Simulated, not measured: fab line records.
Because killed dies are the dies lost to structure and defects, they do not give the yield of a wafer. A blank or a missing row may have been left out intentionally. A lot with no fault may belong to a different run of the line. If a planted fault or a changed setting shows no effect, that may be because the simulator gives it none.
Lot-split experiment / flow rit cmos / 23 wafers read across 5 lots, on a route 202 steps long

## THE SPLIT ITSELF
At RIT_ACTIVE_EXPOSE_08 (exposes mask M1, target cd 1400 nm), the setting dose mj was moved away from the recipe's 225 on 7 of the 23 wafers read, by +2.1% to +5.7%. This setting was run at the recipe's value on the other wafers.

## FROM THE SPLIT TO THE READING: what the file shows between them, 5 steps
- RIT_ACTIVE_PEB_09
- RIT_ACTIVE_DEVELOP_10: develop time 50 s
- RIT_ACTIVE_CD_MEAS_11: target cd 1400 nm
- RIT_ACTIVE_ETCH_13: etches Si3N4 in SF6, stops on SiO2, time 210 s, target depth 210 nm (also split here: over etch frac)
- RIT_ACTIVE_STRIP_14: strips in O2, time 180 s

## THE READING
At RIT_ACTIVE_CD_MEAS_90: cd nm in nanometres, against a target cd of 1400 nm. Fault-free wafers of this fab line usually give 1400.1 nm, standard deviation 1.8 nm.

wafer=L077.1; tool, chamber at the split=iline stepper-02, 0; dose mj as run=236.4; against the recipe=+5.1%; cd nm, nm=1386.8; against lot-mates on the recipe=-14.7
wafer=L077.2; tool, chamber at the split=iline stepper-02, 0; dose mj as run=225; against the recipe=recipe; cd nm, nm=1400.1; against lot-mates on the recipe=-
wafer=L077.4; tool, chamber at the split=iline stepper-02, 0; dose mj as run=225; against the recipe=recipe; cd nm, nm=1402.2; against lot-mates on the recipe=-
wafer=L077.5; tool, chamber at the split=iline stepper-02, 0; dose mj as run=236.4; against the recipe=+5.1%; cd nm, nm=1386.6; against lot-mates on the recipe=-14.9
wafer=L077.6; tool, chamber at the split=iline stepper-02, 0; dose mj as run=225; against the recipe=recipe; cd nm, nm=1402.2; against lot-mates on the recipe=-
wafer=L079.2; tool, chamber at the split=iline stepper-01, 0; dose mj as run=225; against the recipe=recipe; cd nm, nm=1399.1; against lot-mates on the recipe=-
wafer=L079.3; tool, chamber at the split=iline stepper-01, 0; dose mj as run=225; against the recipe=recipe; cd nm, nm=1397.1; against lot-mates on the recipe=-
wafer=L079.4; tool, chamber at the split=iline stepper-01, 0; dose mj as run=237.8; against the recipe=+5.7%; cd nm, nm=1384.5; against lot-mates on the recipe=-13.6
wafer=L079.5; tool, chamber at the split=iline stepper-01, 0; dose mj as run=237.8; against the recipe=+5.7%; cd nm, nm=1383.8; against lot-mates on the recipe=-14.3
wafer=L079.6; tool, chamber at the split=iline stepper-01, 0; dose mj as run=237.8; against the recipe=+5.7%; cd nm, nm=1385.3; against lot-mates on the recipe=-12.8
wafer=L080.1; tool, chamber at the split=iline stepper-02, 0; dose mj as run=225; against the recipe=recipe; cd nm, nm=1399.7; against lot-mates on the recipe=-
wafer=L080.4; tool, chamber at the split=iline stepper-02, 0; dose mj as run=225; against the recipe=recipe; cd nm, nm=1397.4; against lot-mates on the recipe=-
wafer=L080.5; tool, chamber at the split=iline stepper-02, 0; dose mj as run=225; against the recipe=recipe; cd nm, nm=1399.6; against lot-mates on the recipe=-
wafer=L081.2; tool, chamber at the split=iline stepper-01, 0; dose mj as run=229.8; against the recipe=+2.1%; cd nm, nm=1395.7; against lot-mates on the recipe=-4.6
wafer=L081.3; tool, chamber at the split=iline stepper-01, 0; dose mj as run=225; against the recipe=recipe; cd nm, nm=1400.2; against lot-mates on the recipe=-
wafer=L081.4; tool, chamber at the split=iline stepper-01, 0; dose mj as run=225; against the recipe=recipe; cd nm, nm=1399.8; against lot-mates on the recipe=-
wafer=L081.5; tool, chamber at the split=iline stepper-01, 0; dose mj as run=225; against the recipe=recipe; cd nm, nm=1400.8; against lot-mates on the recipe=-
wafer=L081.6; tool, chamber at the split=iline stepper-01, 0; dose mj as run=229.8; against the recipe=+2.1%; cd nm, nm=1395.1; against lot-mates on the recipe=-5.2
wafer=L083.1; tool, chamber at the split=iline stepper-02, 0; dose mj as run=225; against the recipe=recipe; cd nm, nm=1396.5; against lot-mates on the recipe=-
wafer=L083.2; tool, chamber at the split=iline stepper-02, 0; dose mj as run=225; against the recipe=recipe; cd nm, nm=1400.4; against lot-mates on the recipe=-
wafer=L083.3; tool, chamber at the split=iline stepper-02, 0; dose mj as run=225; against the recipe=recipe; cd nm, nm=1398.5; against lot-mates on the recipe=-
wafer=L083.4; tool, chamber at the split=iline stepper-02, 0; dose mj as run=225; against the recipe=recipe; cd nm, nm=1397.9; against lot-mates on the recipe=-
wafer=L083.6; tool, chamber at the split=iline stepper-02, 0; dose mj as run=225; against the recipe=recipe; cd nm, nm=1400.3; against lot-mates on the recipe=-

THE FIT
A straight line over all 23 wafers: cd nm changes by -2.57 nm for each +1% of dose mj; r = -0.97; the points scatter about the line by 1.5 nm.
The same after taking each lot's own level away (the mean of its wafers on the recipe; 23 wafers): -2.56 nm for each +1%; r = -0.98; scatter 1.2 nm.
Per that fit: largest dose mj move, reading shift of 15 nm.
From 1398.10 to 1401.50 nm: that is the span of the lots' own levels, equal to 1.9 times the standard deviation above.
The two slopes agree, so the slope changes little with the lot-to-lot level.
Check: with one of the wafers moved furthest among these (+5.7%) left out of the fit, the line predicts -14.8 nm for it against its lot-mates. It came out at -13.6 nm against them.

## ADDITIONAL SPLITS CARRIED BY THESE WAFERS
Other splits were also applied to these wafers ahead of the reading. Each is held against what the fit with the lots' levels taken away leaves over:
other split on the same wafers=RIT_ACTIVE_OXIDATION_01 temp c; wafers away from the commonest value=15; r with cd nm (lot level and that fit taken away)=-0.09
other split on the same wafers=RIT_ACTIVE_ETCH_13 over etch frac; wafers away from the commonest value=6; r with cd nm (lot level and that fit taken away)=+0.21

## THE WHOLE CHAIN: every reading that the file lists as answering this split, in the file's order
step=RIT_ACTIVE_CD_MEAS_11; what it does=target cd 1400 nm; reading=cd nm; change (the file's fit)=-2.56 nm for each +1% of the setting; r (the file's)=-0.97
step=RIT_ACTIVE_ETCH_13; what it does=etches Si3N4 in SF6, stops on SiO2, time 210 s, target depth 210 nm; reading=ACTIVE.cd nm (the simulator's own value, which no gauge read); change (the file's fit)=-2.59 nm for each +1% of the setting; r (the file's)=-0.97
step=RIT_ACTIVE_CD_MEAS_90; what it does=target cd 1400 nm; reading=cd nm; change (the file's fit)=-2.59 nm for each +1% of the setting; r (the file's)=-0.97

## FILE'S OWN FIT
cd nm changes by -2.59 nm for each +1% of dose mj, r = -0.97.
